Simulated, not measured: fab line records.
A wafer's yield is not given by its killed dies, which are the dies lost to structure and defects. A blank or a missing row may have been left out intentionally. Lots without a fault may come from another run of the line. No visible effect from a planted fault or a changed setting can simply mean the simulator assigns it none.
fab line records	flow ritCmos
record: lots: 6	wafers: 18	lastDay: 7
route steps=202 shown FOX2@24 NWELL@28 PWELL@39 WELLDRIVE@50 NRETRO@53 PRETRO@64 CONTACT@179 M1@202
lots that met no fault: taken from a fault-free run of the same line
startH: start of the lot's first displayed wafer, in hours after the record's first day	waitH: time in hours since the lot's previous step	" repeats the value in the row above	L1.1+2: several wafers, shown together as one row	- no value, or no start was given	* or withheld: withheld	< > ~ a bound
route shown NAME@n: NAME is a module with steps in the file, n the number in the route of the first one	usual: mean and standard deviation over wafers with no fault	same: alike in all rows	chamber/n: place in a boat	sites: each site's reading	_std_site: how widely they spread, as a standard deviation	_edge_site: inner sites' mean taken away from outer sites' mean	radiusMm: for every site, how far away it sits from the centre of the wafer	mask NAME#n: copy n	behind: tool/chamber where the wafer was last shaped	hold: cause of the lot's hold/its duration in hours/its outcome	device: the n, p or np transistor that did not switch	end of line: the same wafers' tests at the end of the route	a step given without rows: its recipe and nothing more	killed: dies lost to structure and defects at the first sort, not the wafer's yield	map: the dies of a wafer, with x for killed, . for not killed, _ for no die there
set.NAME: the setting that was run; set.NAME@STEP: the one run at that earlier step	model.NAME: the simulator's own value behind a step, which no gauge read
a table for each step, a row for each wafer; lots at some steps of the route
services: the hour from which a tool's chamber was out of use, counted from the record's first day as startH (under 0 if before that day), plus the number of hours and why
== steps ==
step: RIT_FOX2_THK_MEAS_01
recipe: reads: SiO2_of_FOX2_OXIDATION_00
usual: FOX2_OXIDE_THK: 349/5.9
lot.wafer	tool	chamber	startH	waitH	FOX2_OXIDE_THK[nm]
L553.2	filmMetro-03	-	40.23	0.0	356
L553.3	"	-	"	"	356
L553.6	"	-	"	"	357
L554.2	filmMetro-03	-	43.32	0.0	352
L554.4	"	-	"	"	348
L554.5	"	-	"	"	348
L555.2	filmMetro-03	-	48.92	0.0	349
L555.5	"	-	"	"	349
L555.6	"	-	"	"	347
L558.1	filmMetro-02	-	66.10	0.0	347
L558.5	"	-	"	"	343
L558.6	"	-	"	"	347
L567.2	filmMetro-03	-	114.23	0.0	344
L567.4	"	-	"	"	342
L567.6	"	-	"	"	344
L571.2	filmMetro-03	-	133.66	0.0	345
L571.3	"	-	"	"	353
L571.5	"	-	"	"	348
step: RIT_FOX2_CLEAN_02
recipe: chemistry: dHF	dilution: 50:1	timeS: 180
step: RIT_FOX2_WET_ETCH_03
recipe: chemistry: H3PO4	target: Si3N4	targetDepthNm: 195	tempC: 165	timeS: 2700
step: RIT_FOX2_THK_MEAS_90
recipe: reads: SiO2_of_FOX2_OXIDATION_00
usual: FIELD_OXIDE_LEFT_1_THK: 321/6
lot.wafer	tool	chamber	startH	waitH	FIELD_OXIDE_LEFT_1_THK[nm]
L553.2	filmMetro-02	-	42.07	0.0	330
L553.3	"	-	"	"	329
L553.6	"	-	"	"	330
L554.2	filmMetro-01	-	44.35	0.0	324
L554.4	"	-	"	"	319
L554.5	"	-	"	"	320
L555.2	filmMetro-02	-	50.56	0.0	322
L555.5	"	-	"	"	321
L555.6	"	-	"	"	320
L558.1	filmMetro-01	-	66.98	0.0	319
L558.5	"	-	"	"	315
L558.6	"	-	"	"	320
L567.2	filmMetro-01	-	115.11	0.0	316
L567.4	"	-	"	"	314
L567.6	"	-	"	"	317
L571.2	filmMetro-03	-	134.54	0.0	318
L571.3	"	-	"	"	325
L571.5	"	-	"	"	321
step: RIT_NWELL_HMDS_00
recipe: primeTimeS: 60	primeTempC: 140
step: RIT_NWELL_COAT_01
recipe: resist: NOVOLAK	spinRpm: 2000	resistThkNm: 1300
step: RIT_NWELL_SOFTBAKE_02
recipe: resist: NOVOLAK	tempC: 90	timeS: 60
step: RIT_NWELL_EXPOSE_03
recipe: maskId: M2	na: 0.57	targetCdNm: 43900	doseMj: 250
step: RIT_NWELL_PEB_04
recipe: resist: NOVOLAK	tempC: withheld	timeS: withheld
step: RIT_NWELL_DEVELOP_05
recipe: resist: NOVOLAK	developTimeS: 68	devTempC: 23
step: RIT_NWELL_OVL_MEAS_06
usual: NWELL_OVL: 0.1/1.3
lot.wafer	tool	chamber	startH	waitH	NWELL_OVL[nm]
L553.2	overlay-01	-	43.01	-	0.0
L553.3	"	-	"	"	1.9
L553.6	"	-	"	"	-0.2
L554.2	overlay-01	-	45.41	-	1.5
L554.4	"	-	"	"	2.1
L554.5	"	-	"	"	1.0
L555.2	overlay-01	-	51.50	-	1.0
L555.5	"	-	"	"	-1.2
L555.6	"	-	"	"	-0.8
L558.1	overlay-01	-	67.93	-	-0.5
L558.5	"	-	"	"	-0.4
L558.6	"	-	"	"	0.0
L567.2	overlay-02	-	116.04	-	0.5
L567.4	"	-	"	"	0.5
L567.6	"	-	"	"	1.4
L571.2	overlay-01	-	135.48	-	2.1
L571.3	"	-	"	"	1.3
L571.5	"	-	"	"	0.9
step: RIT_NWELL_HARDBAKE_07
recipe: resist: NOVOLAK	tempC: 140	timeS: 120
step: RIT_NWELL_IMPLANT_08
recipe: species: P	energyKev: 170	doseCm2: 5e+13	tiltDeg: 7
usual: doseIonsCm2: 4.999e+13/5.9e+10	faradayCurrentUA: 158/3.2
lot.wafer	tool	chamber	startH	waitH	doseIonsCm2	faradayCurrentUA
L553.2	implanter-02	0	43.31	0.2	5.008e+13	159
L553.3	"	0	"	"	5.008e+13	159
L553.6	"	0	"	"	5.012e+13	165
L554.2	implanter-02	0	45.71	0.2	5.002e+13	155
L554.4	"	0	"	"	4.996e+13	163
L554.5	"	0	"	"	5.002e+13	155
L555.2	implanter-02	0	51.90	0.2	2.899e+13	92
L555.5	"	0	"	"	2.895e+13	94
L555.6	"	0	"	"	2.895e+13	91
L558.1	implanter-02	0	68.22	0.2	2.884e+13	92
L558.5	"	0	"	"	2.893e+13	94
L558.6	"	0	"	"	2.901e+13	90
L567.2	implanter-04	0	116.35	0.2	4.992e+13	162
L567.4	"	0	"	"	5.004e+13	157
L567.6	"	0	"	"	5.001e+13	157
L571.2	implanter-02	0	135.88	0.2	4.997e+13	162
L571.3	"	0	"	"	4.993e+13	156
L571.5	"	0	"	"	5e+13	156
step: RIT_NWELL_STRIP_09
recipe: chemistry: O2	timeS: 180	resist: NOVOLAK	platenTempC: withheld	powerW: 500	pressureMtorr: 4000	o2FlowSccm: 4000
usual: drypumpMotorCurrentA: 5.9/0.36	rfReflPowerW: 7.3/1.7
same: timeS: 180
lot.wafer	tool	chamber	startH	waitH	drypumpMotorCurrentA	rfHoursCounterH	rfReflPowerW
L553.2	plasmaAsher-04	0	43.44	0.1	5.9	42	5.5
L553.3	"	1	"	"	5.7	-	4.2
L553.6	"	1	"	"	5.7	-	4.4
L554.2	plasmaAsher-03	0	45.84	0.1	5.4	39	9.1
L554.4	"	0	"	"	5.4	-	8.8
L554.5	"	1	"	"	6.4	-	7.6
L555.2	plasmaAsher-04	0	52.03	0.1	5.9	43	5.5
L555.5	"	0	"	"	5.9	-	5.4
L555.6	"	1	"	"	5.7	-	4.5
L558.1	plasmaAsher-03	1	68.37	0.1	6.4	41	7.6
L558.5	"	1	"	"	6.4	-	7.3
L558.6	"	0	"	"	5.4	-	8.7
L567.2	plasmaAsher-04	0	116.48	0.1	5.9	50	5.5
L567.4	"	0	"	"	5.9	-	5.3
L567.6	"	1	"	"	5.7	-	4.4
L571.2	plasmaAsher-04	0	136.01	0.1	5.9	52	5.6
L571.3	"	0	"	"	5.9	-	5.5
L571.5	"	1	"	"	5.8	-	4.7
step: RIT_NWELL_TW_MEAS_10
usual: NWELL_TW: 2133/22
lot.wafer	tool	chamber	startH	waitH	NWELL_TW
L553.2	filmMetro-01	-	43.62	0.1	2138
L553.3	"	-	"	"	2146
L553.6	"	-	"	"	2155
L554.2	filmMetro-04	-	46.02	0.1	2134
L554.4	"	-	"	"	2137
L554.5	"	-	"	"	2149
L555.2	filmMetro-03	-	52.21	0.1	1765
L555.5	"	-	"	"	1785
L555.6	"	-	"	"	1776
L558.1	filmMetro-03	-	68.54	0.1	1763
L558.5	"	-	"	"	1766
L558.6	"	-	"	"	1772
L567.2	filmMetro-04	-	116.66	0.1	2139
L567.4	"	-	"	"	2146
L567.6	"	-	"	"	2127
L571.2	filmMetro-03	-	136.19	0.1	2096
L571.3	"	-	"	"	2095
L571.5	"	-	"	"	2090
step: RIT_PWELL_HMDS_00
recipe: primeTimeS: 60	primeTempC: 140
step: RIT_PWELL_COAT_01
recipe: resist: NOVOLAK	spinRpm: 2000	resistThkNm: 1300
step: RIT_PWELL_SOFTBAKE_02
recipe: resist: NOVOLAK	tempC: 90	timeS: 60
step: RIT_PWELL_EXPOSE_03
recipe: maskId: M3	na: 0.57	targetCdNm: 43700	doseMj: 250
step: RIT_PWELL_PEB_04
recipe: resist: NOVOLAK	tempC: withheld	timeS: withheld
step: RIT_PWELL_DEVELOP_05
recipe: resist: NOVOLAK	developTimeS: 68	devTempC: 23
step: RIT_PWELL_OVL_MEAS_06
usual: PWELL_OVL: 0.2/1.4
lot.wafer	tool	chamber	startH	waitH	PWELL_OVL[nm]
L553.2	overlay-01	-	44.69	-	1.3
L553.3	"	-	"	"	0.4
L553.6	"	-	"	"	1.5
L554.2	overlay-01	-	47.08	-	0.6
L554.4	"	-	"	"	-0.5
L554.5	"	-	"	"	-0.4
L555.2	overlay-02	-	53.27	-	1.0
L555.5	"	-	"	"	1.8
L555.6	"	-	"	"	2.9
L558.1	overlay-02	-	69.71	-	0.5
L558.5	"	-	"	"	-2.7
L558.6	"	-	"	"	-0.8
L567.2	overlay-02	-	117.72	-	-1.8
L567.4	"	-	"	"	-0.4
L567.6	"	-	"	"	-1.1
L571.2	overlay-01	-	137.13	-	-0.1
L571.3	"	-	"	"	0.1
L571.5	"	-	"	"	2.0
step: RIT_PWELL_HARDBAKE_07
recipe: resist: NOVOLAK	tempC: 140	timeS: 120
step: RIT_PWELL_IMPLANT_08
recipe: species: B	energyKev: 170	doseCm2: 7e+13	tiltDeg: 7
step: RIT_PWELL_STRIP_09
recipe: chemistry: O2	timeS: 180	resist: NOVOLAK	platenTempC: withheld	powerW: 500	pressureMtorr: 4000	o2FlowSccm: 4000
usual: drypumpMotorCurrentA: 5.9/0.31	rfReflPowerW: 7.2/1.9
same: timeS: 180
lot.wafer	tool	chamber	startH	waitH	drypumpMotorCurrentA	rfHoursCounterH	rfReflPowerW
L553.2	plasmaAsher-04	0	45.23	0.1	5.9	42	5.4
L553.3	"	1	"	"	5.7	-	4.4
L553.6	"	1	"	"	5.7	-	4.3
L554.2	plasmaAsher-02	1	47.51	0.1	5.5	40	9.3
L554.4	"	1	"	"	5.5	-	9.4
L554.5	"	0	"	"	6.2	-	8.1
L555.2	plasmaAsher-02	0	53.92	0.1	6.2	40	8.2
L555.5	"	1	"	"	5.5	-	9.1
L555.6	"	0	"	"	6.2	-	8.1
L558.1	plasmaAsher-04	1	70.23	0.1	5.7	45	4.7
L558.5	"	0	"	"	5.9	-	5.5
L558.6	"	1	"	"	5.7	-	4.7
L567.2	plasmaAsher-01	0	118.15	0.1	6.5	32	9.3
L567.4	"	0	"	"	6.5	-	9.2
L567.6	"	0	"	"	6.5	-	9.0
L571.2	plasmaAsher-01	1	137.56	0.1	6.0	34	8.1
L571.3	"	0	"	"	6.5	-	9.3
L571.5	"	0	"	"	6.5	-	9.4
step: RIT_PWELL_TW_MEAS_10
usual: PWELL_TW: 943/11
lot.wafer	tool	chamber	startH	waitH	PWELL_TW
L553.2	filmMetro-01	-	45.42	0.1	958
L553.3	"	-	"	"	960
L553.6	"	-	"	"	961
L554.2	filmMetro-03	-	47.70	0.1	934
L554.4	"	-	"	"	928
L554.5	"	-	"	"	934
L555.2	filmMetro-03	-	54.10	0.1	939
L555.5	"	-	"	"	935
L555.6	"	-	"	"	939
L558.1	filmMetro-01	-	70.41	0.1	949
L558.5	"	-	"	"	952
L558.6	"	-	"	"	952
L567.2	filmMetro-04	-	118.34	0.1	950
L567.4	"	-	"	"	949
L567.6	"	-	"	"	952
L571.2	filmMetro-01	-	137.74	0.1	957
L571.3	"	-	"	"	955
L571.5	"	-	"	"	947
step: RIT_WELLDRIVE_ANNEAL_00
recipe: tempC: 1100	timeS: 14700	ambient: N2
step: RIT_WELLDRIVE_RS_MEAS_01
recipe: thkMeasGauge: four-point-probe
usual: NWELL_RS: 275.4/0.7
lot.wafer	tool	chamber	startH	waitH	NWELL_RS[ohm/sq]
L553.2	filmMetro-03	-	50.57	0.0	276.2
L553.3	"	-	"	"	275.4
L553.6	"	-	"	"	274.9
L554.2	filmMetro-03	-	52.85	0.0	274.3
L554.4	"	-	"	"	274.9
L554.5	"	-	"	"	275.0
L555.2	filmMetro-01	-	59.26	0.0	388.1
L555.5	"	-	"	"	387.5
L555.6	"	-	"	"	386.6
L558.1	filmMetro-03	-	75.55	0.0	388.5
L558.5	"	-	"	"	387.5
L558.6	"	-	"	"	388.5
L567.2	filmMetro-04	-	123.75	0.0	275.5
L567.4	"	-	"	"	275.4
L567.6	"	-	"	"	275.0
L571.2	filmMetro-01	-	145.62	0.0	276.8
L571.3	"	-	"	"	275.5
L571.5	"	-	"	"	275.6
step: RIT_WELLDRIVE_RS_MEAS_02
recipe: thkMeasGauge: four-point-probe
usual: PWELL_RS: 429.4/1.1
lot.wafer	tool	chamber	startH	waitH	PWELL_RS[ohm/sq]
L553.2	filmMetro-03	-	50.69	0.1	427.0
L553.3	"	-	"	"	426.6
L553.6	"	-	"	"	427.3
L554.2	filmMetro-03	-	52.97	0.1	428.6
L554.4	"	-	"	"	430.6
L554.5	"	-	"	"	428.6
L555.2	filmMetro-01	-	59.38	0.1	429.3
L555.5	"	-	"	"	429.8
L555.6	"	-	"	"	429.9
L558.1	filmMetro-03	-	75.67	0.1	427.5
L558.5	"	-	"	"	428.4
L558.6	"	-	"	"	428.3
L567.2	filmMetro-04	-	123.87	0.1	429.9
L567.4	"	-	"	"	431.2
L567.6	"	-	"	"	429.1
L571.2	filmMetro-01	-	145.74	0.1	431.1
L571.3	"	-	"	"	429.7
L571.5	"	-	"	"	431.3
step: RIT_NRETRO_HMDS_00
recipe: primeTimeS: 60	primeTempC: 140
step: RIT_NRETRO_COAT_01
recipe: resist: NOVOLAK	spinRpm: 2000	resistThkNm: 1300
step: RIT_NRETRO_SOFTBAKE_02
recipe: resist: NOVOLAK	tempC: 90	timeS: 60
step: RIT_NRETRO_EXPOSE_03
recipe: maskId: M4	na: 0.57	targetCdNm: 43900	doseMj: 250
step: RIT_NRETRO_PEB_04
recipe: resist: NOVOLAK	tempC: withheld	timeS: withheld
step: RIT_NRETRO_DEVELOP_05
recipe: resist: NOVOLAK	developTimeS: 68	devTempC: 23
step: RIT_NRETRO_OVL_MEAS_06
usual: NRETRO_OVL: -0.6/1.6
lot.wafer	tool	chamber	startH	waitH	NRETRO_OVL[nm]
L553.2	overlay-01	-	51.68	-	-1.2
L553.3	"	-	"	"	-0.5
L553.6	"	-	"	"	-3.0
L554.2	overlay-01	-	54.12	-	-0.9
L554.4	"	-	"	"	-1.4
L554.5	"	-	"	"	-2.7
L555.2	overlay-01	-	60.49	-	-2.2
L555.5	"	-	"	"	-1.4
L555.6	"	-	"	"	-1.5
L558.1	overlay-01	-	76.80	-	-0.5
L558.5	"	-	"	"	-1.2
L558.6	"	-	"	"	-2.5
L567.2	overlay-02	-	124.98	-	2.3
L567.4	"	-	"	"	0.9
L567.6	"	-	"	"	1.7
L571.2	overlay-01	-	146.73	-	0.3
L571.3	"	-	"	"	-0.6
L571.5	"	-	"	"	-0.7
step: RIT_NRETRO_HARDBAKE_07
recipe: resist: NOVOLAK	tempC: 140	timeS: 120
step: RIT_NRETRO_IMPLANT_08
recipe: species: P	energyKev: 70	doseCm2: 1e+13	tiltDeg: 7
step: RIT_NRETRO_STRIP_09
recipe: chemistry: O2	timeS: 180	resist: NOVOLAK	platenTempC: withheld	powerW: 500	pressureMtorr: 4000	o2FlowSccm: 4000
usual: drypumpMotorCurrentA: 6.1/0.37	rfReflPowerW: 7.8/1.5
same: timeS: 180
lot.wafer	tool	chamber	startH	waitH	drypumpMotorCurrentA	rfHoursCounterH	rfReflPowerW
L553.2	plasmaAsher-03	0	52.11	0.1	5.4	40	8.8
L553.3	"	0	"	"	5.4	-	8.9
L553.6	"	1	"	"	6.4	-	7.5
L554.2	plasmaAsher-01	1	54.57	0.1	6.0	25	8.2
L554.4	"	0	"	"	6.5	-	9.3
L554.5	"	1	"	"	6.0	-	8.1
L555.2	plasmaAsher-01	1	60.92	0.1	6.0	25	7.9
L555.5	"	1	"	"	6.0	-	7.9
L555.6	"	0	"	"	6.5	-	9.0
L558.1	plasmaAsher-03	1	77.51	0.1	6.4	42	7.6
L558.5	"	1	"	"	6.4	-	7.5
L558.6	"	0	"	"	5.4	-	8.7
L567.2	plasmaAsher-04	1	125.41	0.1	5.7	51	4.9
L567.4	"	1	"	"	5.7	-	4.8
L567.6	"	0	"	"	5.9	-	5.6
L571.2	plasmaAsher-03	0	147.16	0.1	5.4	3	9.2
L571.3	"	0	"	"	5.4	-	8.9
L571.5	"	1	"	"	6.4	-	7.6
step: RIT_NRETRO_TW_MEAS_10
usual: NRETRO_TW: 1050/4
lot.wafer	tool	chamber	startH	waitH	NRETRO_TW
L553.2	filmMetro-02	-	52.29	0.1	1056
L553.3	"	-	"	"	1056
L553.6	"	-	"	"	1052
L554.2	filmMetro-04	-	54.75	0.1	1047
L554.4	"	-	"	"	1042
L554.5	"	-	"	"	1052
L555.2	filmMetro-01	-	61.10	0.1	1043
L555.5	"	-	"	"	1053
L555.6	"	-	"	"	1042
L558.1	filmMetro-02	-	77.69	0.1	1047
L558.5	"	-	"	"	1049
L558.6	"	-	"	"	1050
L567.2	filmMetro-02	-	125.59	0.1	1042
L567.4	"	-	"	"	1050
L567.6	"	-	"	"	1047
L571.2	filmMetro-02	-	147.34	0.1	1047
L571.3	"	-	"	"	1043
L571.5	"	-	"	"	1051
step: RIT_PRETRO_HMDS_00
recipe: primeTimeS: 60	primeTempC: 140
step: RIT_PRETRO_COAT_01
recipe: resist: NOVOLAK	spinRpm: 2000	resistThkNm: 1300
step: RIT_CONTACT_ETCH_11
recipe: targetDepthA: 4800	overEtchFrac: 0.2	stopOn: TiSi2	chemistry: CHF3/CF4/Ar	target: SiO2	CHF3_flow_sccm: 50	cf4FlowSccm: 10	Ar_flow_sccm: 100	O2_flow_sccm: 5	pressureMtorr: 100	rfW: 200	timeS: 320
usual: drypumpMotorCurrentA: 5.5/0.35	mfcArSccm: 100.0/0.31	oesProductAu: 0.990/0.013	throttleValvePct: 8.85/0.086
same: timeS: 320
lot.wafer	tool	chamber	startH	waitH	drypumpMotorCurrentA	mfcArSccm	oesProductAu	rfHoursCounterH	throttleValvePct	model.CONTACT.cdNm
L553.2	rieDiel-03	1	75.06	0.1	5.7	99.9	0.985	165	8.85	1002
L553.3	"	3	"	"	5.5	100.4	0.976	157	8.98	1002
L553.6	"	0	"	"	4.7	100.2	0.969	-	8.80	1000
L554.2	rieDiel-01	3	78.05	0.1	5.5	99.5	1.001	12	8.91	999
L554.4	"	1	"	"	5.2	100.5	0.993	24	8.82	996.3
L554.5	"	3	"	"	5.5	100.5	1.011	-	8.89	997
L555.2	rieDiel-03	3	82.92	0.1	5.5	99.9	0.984	157	8.99	1002
L555.5	"	0	"	"	4.8	100.0	0.963	-	8.81	1001
L555.6	"	2	"	"	6.0	99.7	0.989	-	8.65	1001
L558.1	rieDiel-03	3	99.95	0.1	5.5	99.6	0.983	158	8.98	970.2
L558.5	"	2	"	"	6.0	100.1	0.989	-	8.67	970.5
L558.6	"	3	"	"	5.5	99.8	0.976	-	8.99	970.8
L567.2	rieDiel-03	2	154.72	0.1	6.0	100.4	0.991	111	8.67	1002
L567.4	"	0	"	"	4.8	99.9	0.966	116	8.81	1001
L567.6	"	3	"	"	5.5	99.4	0.987	-	8.97	1001
L571.2	rieDiel-03	0	170.38	0.1	4.8	100.0	0.967	116	8.80	999.9
L571.3	"	3	"	"	5.5	99.9	0.990	1	8.98	998.5
L571.5	"	0	"	"	4.8	100.2	0.964	-	8.80	998.9
step: RIT_M1_PROBE_99
usual: killedAtFrontEnd: 6.6/2.7	killedDies: 6.7/2.7	killedOnRim: 1.6/1.1	killedOpen: 3.3/1.9	killedShort: 3.4/1.9
same: grossDies: 264	killed_at_M0_to_M3: 0	killed_at_M4_up: 0	killedAtBackSide: 0	killedAtContacts: 0	killedAtOther: 0
lot.wafer	tool	chamber	startH	waitH	killedAtFrontEnd	killedDies	killedOnRim	killedOpen	killedShort	model.etest.pmos_0p3.rOnOhmUm	model.etest.pmosTurned.rOnOhmUm	model.etest.pmos_0p15.rOnOhmUm	model.etest.nwellPinched.rsOhmSq	model.etest.wellEdgeRight.lineOhmUm	model.etest.wellEdgeLeft.lineOhmUm	model.etest.pmos_0p15.driveUaUm	model.etest.pmosTurned.driveUaUm
L553.2	prober-01	-	80.47	0.1	9	9	2	3	6	6305	3444	2797	344.2	183.1	182.9	256.4	190.1
L553.3	prober-01	-	80.52	0.2	9	9	3	8	1	6394	3376	2716	337.4	185.5	181.1	259.4	192.8
L553.6	prober-01	-	80.67	0.2	7	7	2	3	4	6280	3387	2715	339.6	181.7	182	261.9	194.2
L554.2	prober-02	-	83.27	0.1	8	8	4	4	4	6304	3443	2771	334.7	180.7	184.8	255.1	188.5
L554.4	prober-02	-	83.37	0.2	8	8	3	6	2	6294	3481	2805	337.1	181.2	181.6	252.5	188.6
L554.5	prober-02	-	83.42	0.2	9	9	1	5	4	6260	3407	2764	336.6	180.5	180.5	256.3	191
L555.2	prober-01	-	88.72	0.1	3	3	1	1	2	5965	3210	2634	494.9	274.4	271.9	279	217.7
L555.5	prober-01	-	88.87	0.2	5	5	1	2	3	6091	3244	2639	497.4	267.4	268.1	277.4	213.7
L555.6	prober-01	-	88.92	0.2	7	7	1	5	2	5818	3098	2533	488.9	268.5	273.1	289.9	223.8
L558.1	prober-02	-	105.87	0.1	5	5	1	4	1	5956	3147	2596	488.7	276.6	271.3	282.8	220.5
L558.5	prober-02	-	106.07	0.2	10	10	4	6	4	6022	3219	2658	482.7	274.2	271.3	277.9	214.9
L558.6	prober-02	-	106.12	0.2	6	6	0	5	1	6077	3224	2650	490.9	270.3	273.7	279.1	216.4
L567.2	prober-01	-	161.67	0.1	8	8	0	3	5	6419	3687	2928	338.8	184	183.1	245	174.4
L567.4	prober-01	-	161.77	0.2	7	7	2	1	6	6389	3636	2896	336.8	182.2	182.4	246.7	175.9
L567.6	prober-01	-	161.87	0.2	8	8	2	5	3	6398	3651	2879	335.6	185.6	181.9	245	173.9
L571.2	prober-02	-	175.34	0.1	6	6	1	4	2	6071	3249	2624	336.6	182.8	183.1	273.4	204.8
L571.3	prober-02	-	175.39	0.2	7	7	2	4	3	6206	3375	2718	338	183.1	182.4	265.8	195.3
L571.5	prober-02	-	175.49	0.2	5	5	2	1	4	6075	3311	2652	334.7	183.1	183.1	270.5	198.6
killed by level:class
L553.2 FOX1:geometricParticle:short=2 GATE:geometricParticle:short=2 FOX1:geometricParticle:open=1 FOX2:geometricParticle:short=1 FOX2:geometricParticle:open=1 GATE:geometricParticle:open=1 SILICIDE:geometricParticle:short=1
L553.3 FOX1:geometricParticle:open=4 GATE:geometricParticle:open=2 ACTIVE:geometricParticle:open=1 FOX1:geometricParticle:short=1 REOX:geometricParticle:open=1
L553.6 GATE:geometricParticle:short=2 FOX1:geometricParticle:open=1 FOX1:geometricParticle:short=1 SPACER:geometricParticle:short=1 SPACER:geometricParticle:open=1 SILICIDE:geometricParticle:open=1
L554.2 GATE:geometricParticle:open=3 FOX1:geometricParticle:short=2 REOX:geometricParticle:short=2 FOX1:geometricParticle:open=1
L554.4 GATE:geometricParticle:short=2 SPACER:geometricParticle:open=2 FOX1:geometricParticle:open=1 GATE:geometricParticle:open=1 REOX:geometricParticle:open=1 SILICIDE:geometricParticle:open=1
L554.5 FOX1:geometricParticle:short=2 FOX1:geometricParticle:open=2 GATE:geometricParticle:short=2 REOX:geometricParticle:open=2 SPACER:geometricParticle:open=1
L555.2 FOX1:geometricParticle:short=1 GATE:geometricParticle:open=1 REOX:geometricParticle:short=1
L555.5 SPACER:geometricParticle:open=2 ACTIVE:geometricParticle:short=1 SPACER:geometricParticle:short=1 REOX:geometricParticle:short=1
L555.6 SPACER:geometricParticle:open=2 FOX1:geometricParticle:open=1 FOX2:geometricParticle:short=1 GATE:geometricParticle:open=1 REOX:geometricParticle:open=1 SPACER:geometricParticle:short=1
L558.1 GATE:geometricParticle:open=2 FOX1:geometricParticle:open=1 FOX2:geometricParticle:open=1 SILICIDE:geometricParticle:short=1
L558.5 GATE:geometricParticle:open=4 FOX1:geometricParticle:open=2 GATE:geometricParticle:short=2 FOX1:geometricParticle:short=1 REOX:geometricParticle:short=1
L558.6 GATE:geometricParticle:open=2 SILICIDE:geometricParticle:open=2 FOX1:geometricParticle:short=1 FOX2:geometricParticle:open=1
L567.2 GATE:geometricParticle:open=2 SILICIDE:geometricParticle:short=2 FOX1:geometricParticle:short=1 GATE:geometricParticle:short=1 SPACER:geometricParticle:short=1 SILICIDE:geometricParticle:open=1
L567.4 SILICIDE:geometricParticle:short=3 FOX1:geometricParticle:short=1 GATE:geometricParticle:short=1 REOX:geometricParticle:open=1 SPACER:geometricParticle:short=1
L567.6 FOX1:geometricParticle:open=2 REOX:geometricParticle:open=2 GATE:geometricParticle:open=1 GATE:geometricParticle:short=1 SPACER:geometricParticle:short=1 SILICIDE:geometricParticle:short=1
L571.2 FOX1:geometricParticle:open=2 FOX1:geometricParticle:short=1 GATE:geometricParticle:open=1 GATE:geometricParticle:short=1 SPACER:geometricParticle:open=1
L571.3 FOX2:geometricParticle:open=2 SPACER:geometricParticle:open=2 ACTIVE:geometricParticle:short=1 GATE:geometricParticle:short=1 SILICIDE:geometricParticle:short=1
L571.5 FOX1:geometricParticle:short=1 GATE:geometricParticle:short=1 SILICIDE:geometricParticle:short=1 SPACER:geometricParticle:short=1 SILICIDE:geometricParticle:open=1
== services ==
tool	chamber	startH	hours	kind
rieDiel-03	3	35.25	9.1	repair
plasmaAsher-02	-	43.78	0.9	repair
rieDiel-03	-	48.09	2.5	repair
plasmaAsher-03	-	56.69	2.8	pm
rieDiel-03	1	75.40	-	clean
rieDiel-03	1	75.40	16.6	scheduledDown
rieDiel-03	1	75.40	16.6	ventCycle
rieDiel-01	2	80.22	-	clean
rieDiel-01	2	80.22	23.5	scheduledDown
rieDiel-01	2	80.22	23.5	ventCycle
implanter-04	-	106.25	4.0	repair
plasmaAsher-03	-	108.75	9.0	pm
plasmaAsher-03	0	108.75	9.0	ventCycle
plasmaAsher-03	1	108.75	9.0	ventCycle
rieDiel-03	3	109.55	-	clean
rieDiel-03	3	109.55	20.2	scheduledDown
rieDiel-03	3	109.55	20.2	ventCycle
rieDiel-03	-	111.51	1.0	repair
plasmaAsher-03	0	117.75	-	clean
plasmaAsher-03	1	117.75	-	clean
rieDiel-01	2	132.48	1.5	repair
implanter-04	-	132.64	3.3	pm
rieDiel-01	3	136.69	4.3	repair
plasmaAsher-03	-	142.18	0.6	repair
== key ==
firstSign: step: RIT_NWELL_IMPLANT_08	reading: doseIonsCm2	direction: down	sigmas: 99+	usual: 4.999e+13	struck: 2.894e+13
effect: step: RIT_NWELL_IMPLANT_08	reading: faradayCurrentUA	direction: down	sigmas: 20	usual: 158	struck: 92
effect: step: RIT_NWELL_TW_MEAS_10	reading: NWELL_TW	direction: down	sigmas: 17	usual: 2133	struck: 1771
effect: step: RIT_WELLDRIVE_RS_MEAS_01	reading: NWELL_RS	direction: up	sigmas: 99+	usual: 275.4	struck: 387.8
modelEffect: step: RIT_CONTACT_ETCH_11	value: CONTACT.cdNm	without: 1001	struck: 985.8
modelEffect: step: RIT_M1_PROBE_99	value: etest.pmos_0p3.rOnOhmUm	without: 6425	struck: 5988
metAt RIT_NWELL_IMPLANT_08
struckWafers L555.2,L555.5,L555.6,L558.1,L558.5,L558.6
testerLeftOut L555,L558
loopTrim: step: RIT_CONTACT_EXPOSE_05	setting: dose	lots: L558
onsetBetween 45.71 51.90
fault: kind: processParameterDrift	tool: implanter-02	chamber: -	onsetH: 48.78	steps: RIT_NWELL_IMPLANT_08	channel: doseCm2	offset: -2.1034e+13	shape: step	endH: 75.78	actsIn: theseRecipesOnly	stated: 5e+13
testerLeftOut: of these lots the tester's yield and bins aren't shown, on N5 and GAA mostly nor the transistor test; their killed dies are dies lost to structure and defects alone, not to doping, threshold or leakage, so they don't give the yield
loopTrim: a control loop set the setting to another value than it would have without faults
